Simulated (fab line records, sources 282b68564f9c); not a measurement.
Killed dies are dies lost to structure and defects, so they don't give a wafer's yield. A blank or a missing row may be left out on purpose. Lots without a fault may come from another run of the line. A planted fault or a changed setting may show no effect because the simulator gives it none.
fab line records | flow rit_cmos
record lots=14 wafers=42 last_day=7
route steps=202 shown NRETRO@56
lots that met no fault: from a run of the same line without faults
start_h: hours from the record's first day to the start of the lot's first wafer shown | wait_h: hours since the lot's step before | " the same as in the row above | L1.1+2: a row that stands for several wafers | - no value, or no start given | * or withheld: withheld | < > ~ a bound
route shown NAME@n: a module of which the file shows steps, and the number in the route of the first | usual: mean/standard deviation of fault-free wafers | same: alike in all rows | chamber/n: place in a boat | sites: the reading at each site | _std_site: their standard deviation | _edge_site: outer sites' mean less inner sites' | radius_mm: how far each site lies from the wafer's centre | mask NAME#n: copy n | behind: the tool/chamber that last shaped the wafer | hold: why the lot was held/for how many hours/how that ended | device: the transistor (n, p or np) that didn't switch | end of line: the same wafers' tests at the end of the route | a step without rows: its recipe alone | killed: dies lost to structure and defects at the first sort, not the wafer's yield | map: a wafer's dies, x killed, . not, _ none there
set.NAME: the setting as run; set.NAME@STEP: as run at that earlier step | model.NAME: the simulator's own value behind a step, which no gauge read
steps of the route over a sample of lots; a table a step, a row a wafer
services: from which hour (start_h, from the record's first day; less than 0 if before it) a tool's chamber was out of use, for how many hours, and why
## steps
# step RIT_NRETRO_EXPOSE_03
# recipe mask_id=M4 na=0.57 target_cd_nm=43900 dose_mj=250
# columns lot.wafer tool chamber start_h wait_h mask
L992.2+5+6 iline_stepper-01 0 36.26 0.1 M4#0
L993.2+5+6 iline_stepper-01 0 40.84 0.1 M4#0
L995.3+4+5 iline_stepper-01 0 51.06 0.2 M4#0
L996.2+5+6 iline_stepper-01 0 54.75 0.1 M4#0
L997.2+5+6 iline_stepper-01 0 62.09 0.1 M4#0
L998.1+4+6 iline_stepper-01 0 69.15 0.1 M4#0
L100.2+5+6 iline_stepper-02 0 75.40 0.1 M4#0
L101.1+5+6 iline_stepper-02 0 81.77 0.1 M4#0
L106.3+4+6 iline_stepper-02 0 107.19 0.1 M4#0
L109.1+2+6 iline_stepper-01 0 119.49 0.2 M4#0
L110.1+2+5 iline_stepper-01 0 127.42 0.1 M4#0
L111.1+2+4 iline_stepper-02 0 133.88 0.2 M4#0
L112.3+4+5 iline_stepper-02 0 135.93 0.1 M4#0
L113.2+3+5 iline_stepper-02 0 140.00 0.1 M4#0
# step RIT_NRETRO_OVL_MEAS_06
# usual NRETRO_OVL=0.5/1.5
# columns lot.wafer tool chamber start_h wait_h NRETRO_OVL[nm]
L992.2 overlay-02 - 36.67 - 0.4
L992.5 " - " " 0.5
L992.6 " - " " 0.4
L993.2 overlay-02 - 41.26 - 0.1
L993.5 " - " " -1.8
L993.6 " - " " -1.8
L995.3 overlay-02 - 51.46 - 1.1
L995.4 " - " " 2.6
L995.5 " - " " -0.2
L996.2 overlay-02 - 55.17 - 1.5
L996.5 " - " " -0.1
L996.6 " - " " 2.1
L997.2 overlay-02 - 62.51 - -1.8
L997.5 " - " " -2.1
L997.6 " - " " -1.3
L998.1 overlay-01 - 69.58 - 1.1
L998.4 " - " " 2.0
L998.6 " - " " -0.5
L100.2 overlay-02 - 75.81 - -0.4
L100.5 " - " " -1.0
L100.6 " - " " 0.8
L101.1 overlay-02 - 82.20 - -2.1
L101.5 " - " " 0.0
L101.6 " - " " -0.1
L106.3 overlay-02 - 107.59 - 2.3
L106.4 " - " " 1.0
L106.6 " - " " 2.9
L109.1 overlay-01 - 119.92 - -180.0
L109.2 " - " " -177.3
L109.6 " - " " -178.6
L110.1 overlay-02 - 127.85 - -176.6
L110.2 " - " " -177.2
L110.5 " - " " -177.8
L111.1 overlay-01 - 134.31 - 0.8
L111.2 " - " " 0.5
L111.4 " - " " 0.3
L112.3 overlay-01 - 136.33 - 2.5
L112.4 " - " " 2.8
L112.5 " - " " 0.6
L113.2 overlay-02 - 140.42 - 0.9
L113.3 " - " " 0.5
L113.5 " - " " -0.9
## services
# columns tool chamber start_h hours kind
iline_stepper-02 - 30.82 2.1 pm
iline_stepper-02 - 32.91 - consumable_replace:lamp
iline_stepper-01 - 101.83 2.6 repair
iline_stepper-02 - 104.42 1.7 pm
iline_stepper-01 - 122.23 1.7 pm
## key
first_sign step=RIT_NRETRO_OVL_MEAS_06 reading=NRETRO_OVL direction=down sigmas=99+ usual=0.5 struck=-177.9
effect none on later readings
met_at RIT_NRETRO_EXPOSE_03
struck_lots L109,L110
tester_left_out L109,L110
onset_between 69.15 119.49
fault kind=scanner_matching_overlay tool=iline_stepper-01 chamber=- onset_h=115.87 steps=RIT_NRETRO_EXPOSE_03 offset=-180
# tester_left_out: of these lots the tester's yield and bins aren't shown, on N5 and GAA mostly nor the transistor test; their killed dies are dies lost to structure and defects alone, not to doping, threshold or leakage, so they don't give the yield
